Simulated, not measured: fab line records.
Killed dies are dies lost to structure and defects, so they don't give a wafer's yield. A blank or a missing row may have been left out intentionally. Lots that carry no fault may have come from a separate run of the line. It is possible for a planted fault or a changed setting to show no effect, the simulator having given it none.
Comparing a struck lot with a sound one + flow ritCmos + 27 steps out of a route of 202
Sound: these wafers, L199.3, L199.5, L199.6. Struck: wafer L210.4 (left out: L210.2, L210.6 of the same lot, which were not struck); the cause appears at the end.
For every step that has rows: the tool of each side, followed by ch and its chambers, followed by its first start. Under that, the readings that differ: sound wafers + struck wafers + difference of the means + sigmas: that difference in standard deviations of wafers without a fault.
alike: a reading whose means differ by less than 2 such deviations, as well as words and numbers matching on both sides. not compared: withheld readings; readings where some wafer has no value; bounds like >300 that might hide an equal value; numbers whose values overlap and for which the record gives no deviation.
Wherever a step has rows on one side only, a row that says differs or no value, or a row with sigmas, the two part there. When numbers do not overlap yet have no deviation, they are printed without sigmas and do not part them. A reading that every wafer of one side lacks parts them only if that side has two wafers or more.

first, 4 steps without rows for these wafers: RIT_CONTACT_SOFTBAKE_04 (time 60 s); RIT_CONTACT_EXPOSE_05 (exposes mask M11, target cd 1000 nm); RIT_CONTACT_PEB_06; RIT_CONTACT_DEVELOP_07 (develop time 120 s).
RIT_CONTACT_CD_MEAS_08: target cd 1000 nm.
  sound on cdSem-02, day 3 10:34; struck on cdSem-02, day 5 14:33
  alike: cdNm
RIT_CONTACT_OVL_MEAS_09:
  sound on overlay-01, day 3 10:39; struck on overlay-01, day 5 14:40
  alike: CONTACT_OVL
then, 1 step without rows for these wafers: RIT_CONTACT_HARDBAKE_10 (time 60 s).
RIT_CONTACT_ETCH_11: etches SiO2 in CHF3/CF4/Ar, stops on TiSi2, target depth 480 nm, time 320 s.
  sound on rieDiel-01 ch 1,2, day 3 10:50; struck on rieDiel-01 ch 2, day 5 14:50
  alike: cf4FlowSccm, drypumpMotorCurrentA, mfcArSccm, oesProductAu, throttleValvePct
  not compared: rfHoursCounterH
RIT_CONTACT_STRIP_12: strips in O2, time 180 s.
  sound on plasmaAsher-02 ch 0,1, day 3 11:05; struck on plasmaAsher-01 ch 0, day 5 15:02
  alike: drypumpMotorCurrentA
  not compared: rfHoursCounterH
RIT_CONTACT_CD_MEAS_90: target cd 1000 nm.
  sound on cdSem-01, day 3 11:14; struck on cdSem-01, day 5 15:14
  alike: cdNm
then, 2 steps without rows for these wafers: RIT_CONTACT_CLEAN_13 (cleans in SC1, time 600 s); RIT_CONTACT_CLEAN_14 (cleans in SC2, time 600 s).
RIT_M1_SPUTTER_00: material Al, target thk 400 nm, time 500 s.
  sound on pvdSputter-02, day 3 11:41; struck on pvdSputter-02, day 5 15:41
| reading                              | sound           | struck | difference | sigmas |
|--------------------------------------|-----------------|--------|------------|--------|
| model.Al_of_M1_SPUTTER_00.thkNm (nm) | 404 404.5 403.9 | 412.1  | +8.0       |        |
  alike: chamberPressurePa, throttleValvePct
RIT_M1_RS_MEAS_01: measures by four-point-probe.
  sound on filmMetro-01, day 3 12:01; struck on filmMetro-01, day 5 15:59
  alike: M1_AL_RS
RIT_M1_THK_MEAS_02: measures by xrf.
  sound on filmMetro-01, day 3 12:07; struck on filmMetro-01, day 5 16:06
  alike: M1_AL_THK
then, 6 steps without rows for these wafers: RIT_M1_HMDS_03 (prime time 60 s); RIT_M1_COAT_04 (resist thk 1300 nm); RIT_M1_SOFTBAKE_05 (time 60 s); RIT_M1_EXPOSE_06 (exposes mask M12, target cd 2600 nm); RIT_M1_PEB_07; RIT_M1_DEVELOP_08 (develop time 68 s).
RIT_M1_CD_MEAS_09: target cd 2600 nm.
  sound on cdSem-01, day 3 13:05; struck on cdSem-02, day 5 17:28
  alike: cdNm
RIT_M1_OVL_MEAS_10:
  sound on overlay-02, day 3 13:10; struck on overlay-01, day 5 17:34
  alike: M1_OVL
then, 1 step without rows for these wafers: RIT_M1_HARDBAKE_11 (time 120 s).
RIT_M1_METAL_ETCH_12: etches Al in Cl2/BCl3, stops on SiO2, time 165 s, target depth 600 nm.
  sound on rieMetal-01 ch 0,1, day 3 13:30; struck on rieMetal-02 ch 0, day 5 17:50
| reading                      | sound             | struck | difference | sigmas |
|------------------------------|-------------------|--------|------------|--------|
| model.etch.depthNm (nm)      | 404 404.5 403.9   | 412.1  | +8.0       |        |
| model.M1.featureDepthNm (nm) | 436.8 437.6 436.6 | 445    | +8         |        |
  alike: drypumpMotorCurrentA, oesProductAu, throttleValvePct
  not compared: rfHoursCounterH
then, 1 step without rows for these wafers: RIT_M1_STRIP_13 (strips in nmp, time 600 s).
RIT_M1_PROBE_99:
  sound on prober-01, day 3 15:48; struck on prober-01, day 5 20:15
| reading                | sound                  | struck  | difference | sigmas |
|------------------------|------------------------|---------|------------|--------|
| model.etest.m1.rsOhmSq | 0.07148 0.0721 0.07192 | 0.07088 | -0.00095   |        |
  alike: defectLimitedYield, killedAtContacts, killedAtFrontEnd, killedDies, killedOpen, killedShort, sort_bin_3_pad_short, sort_bin_5_function, sort_bin_6_memory, sortNPass, sortYieldPct

WHERE THEY PART
Nowhere in this record.

WHY: whatever the simulator had introduced
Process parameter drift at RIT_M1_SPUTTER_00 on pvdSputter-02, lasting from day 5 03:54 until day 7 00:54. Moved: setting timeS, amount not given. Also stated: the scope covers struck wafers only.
